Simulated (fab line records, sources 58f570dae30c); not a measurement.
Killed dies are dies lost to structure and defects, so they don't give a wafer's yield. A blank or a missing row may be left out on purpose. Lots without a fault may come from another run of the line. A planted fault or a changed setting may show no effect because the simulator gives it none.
Which tool did it? | flow berkeley_cmos170 | 14 lots, 42 wafers sampled, at 3 steps of a route of 331

WHAT THE GAUGES READ, wafer by wafer
UCB170_SILICIDE_RS_MEAS_02: measures by four-point-probe. Usual: SILICIDE_TI_RS 26.21 ohm/sq, standard deviation 0.3.
lot  | measured     | on            | SILICIDE_TI_RS (ohm/sq) | flag
L851 | day 7 04:37  | film_metro-03 | 26.68 26.70 26.50       |
L852 | day 7 04:55  | film_metro-03 | 26.06 26.19 26.08       |
L854 | day 7 12:05  | film_metro-04 | 26.71 26.55 26.78       |
L855 | day 8 02:04  | film_metro-04 | 26.02 26.21 26.09       |
L856 | day 8 02:24  | film_metro-04 | 25.92 26.07 25.85       |
L858 | day 8 13:02  | film_metro-04 | 25.94 25.99 26.27       |
L862 | day 9 17:20  | film_metro-03 | 24.68 24.62 24.77       | OFF
L864 | day 9 23:23  | film_metro-02 | 25.19 25.21 25.07       | OFF
L866 | day 10 11:41 | film_metro-02 | 26.22 26.37 25.88       |
L867 | day 10 11:41 | film_metro-04 | 26.00 25.94 25.93       |
L868 | day 11 00:53 | film_metro-04 | 26.13 26.12 25.97       |
L869 | day 11 00:56 | film_metro-02 | 26.17 26.35 26.48       |
L873 | day 11 10:32 | film_metro-04 | 25.83 25.94 26.08       |
L872 | day 11 11:05 | film_metro-03 | 26.68 26.61 26.78       |

UCB170_SILICIDE_THK_MEAS_03: measures by xrf. Usual: SILICIDE_TI_THK 29.5 nm, standard deviation 0.33.
lot  | measured     | on            | SILICIDE_TI_THK (nm) | flag
L851 | day 7 04:43  | film_metro-03 | 29.1 29.1 29.2       |
L852 | day 7 05:02  | film_metro-03 | 29.5 29.5 29.6       |
L854 | day 7 12:13  | film_metro-04 | 29.3 29.4 29.1       |
L855 | day 8 02:10  | film_metro-04 | 29.9 29.7 29.6       |
L856 | day 8 02:31  | film_metro-04 | 30.0 29.9 30.1       |
L858 | day 8 13:08  | film_metro-04 | 29.8 29.8 29.7       |
L862 | day 9 17:27  | film_metro-03 | 30.9 31.0 31.0       | OFF
L864 | day 9 23:31  | film_metro-02 | 30.4 30.3 30.5       |
L866 | day 10 11:49 | film_metro-02 | 29.3 29.3 29.7       |
L867 | day 10 11:49 | film_metro-04 | 29.8 29.8 29.9       |
L868 | day 11 01:00 | film_metro-04 | 29.9 29.7 29.8       |
L869 | day 11 01:02 | film_metro-02 | 29.5 29.4 29.2       |
L873 | day 11 10:38 | film_metro-04 | 30.1 30.0 29.7       |
L872 | day 11 11:12 | film_metro-03 | 28.9 29.2 28.9       |

WHICH TOOL RAN EACH LOT (tool, then ch and the chambers of the sampled wafers, then the start)
lot  | UCB170_SILICIDE_SPUTTER_01
L851 | pvd_sputter-04, day 7 04:34
L852 | pvd_sputter-02, day 7 04:53
L854 | pvd_sputter-04, day 7 12:04
L855 | pvd_sputter-01, day 8 02:00
L856 | pvd_sputter-04, day 8 02:21
L858 | pvd_sputter-02, day 8 12:58
L862 | pvd_sputter-04, day 9 17:17
L864 | pvd_sputter-04, day 9 23:22
L866 | pvd_sputter-02, day 10 11:40
L867 | pvd_sputter-01, day 10 11:40
L868 | pvd_sputter-01, day 11 00:51
L869 | pvd_sputter-02, day 11 00:51
L873 | pvd_sputter-02, day 11 10:29
L872 | pvd_sputter-01, day 11 11:03
- UCB170_SILICIDE_SPUTTER_01: material Ti, target thk 30 nm, time 25 s.

WHAT THE TOOLS THEMSELVES READ (means of the sampled wafers that have a number; where no wafer has one, the mark that the record gives instead)
UCB170_SILICIDE_SPUTTER_01. Usual: chamber_pressure_pa 0.5000 Pa, standard deviation 0.001; throttle_valve_pct 30.1 %, standard deviation 0.86.
lot  | tool           | chamber_pressure_pa (Pa) | throttle_valve_pct (%) | flag
L851 | pvd_sputter-04 | 0.5003                   | 30.8                   |
L852 | pvd_sputter-02 | 0.4996                   | 28.8                   |
L854 | pvd_sputter-04 | 0.5013                   | 30.8                   |
L855 | pvd_sputter-01 | 0.4994                   | 30.0                   |
L856 | pvd_sputter-04 | 0.5000                   | 30.3                   |
L858 | pvd_sputter-02 | 0.4998                   | 30.3                   |
L862 | pvd_sputter-04 | 0.4989                   | 30.5                   |
L864 | pvd_sputter-04 | 0.5006                   | 30.9                   |
L866 | pvd_sputter-02 | 0.4996                   | 29.7                   |
L867 | pvd_sputter-01 | 0.5004                   | 30.6                   |
L868 | pvd_sputter-01 | 0.5012                   | 29.7                   |
L869 | pvd_sputter-02 | 0.4984                   | 29.6                   |
L873 | pvd_sputter-02 | 0.4991                   | 29.6                   |
L872 | pvd_sputter-01 | 0.4990                   | 29.9                   |

THE ANSWER, worked out from the rows above alone
Rule: a lot is off if the mean of its wafers that have a number lies more than 3 standard deviations from the usual mean. A lot without any number at a reading at which 4 lots or more have one is off too. The other lots that the step has rows for count as sound. The gauges are gone through in route order, then the tools' own readings, and for those a lot's mean is taken as printed above. The first step at which some lot is off is used, and at that step the reading that is off furthest; a lot without a number counts as furthest.
Off: L862, L864, at UCB170_SILICIDE_RS_MEAS_02 (SILICIDE_TI_RS).
A tool fits if, at a process step before that reading, it ran every lot that is off, and no sound lot after the first of them. The gauges at UCB170_SILICIDE_RS_MEAS_02 are tried like those tools. One fits: pvd_sputter-04 at UCB170_SILICIDE_SPUTTER_01. Its last sound lot is L856 (day 8 02:21), its first lot that is off L862 (day 9 17:17): a fault that began between those two fits.

WHAT THE SIMULATOR HAD PUT IN
Process parameter drift: pvd_sputter-04, from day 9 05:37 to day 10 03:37, at UCB170_SILICIDE_SPUTTER_01. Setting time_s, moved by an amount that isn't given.
Lots struck among those shown: L862, L864. The rule above found the same.
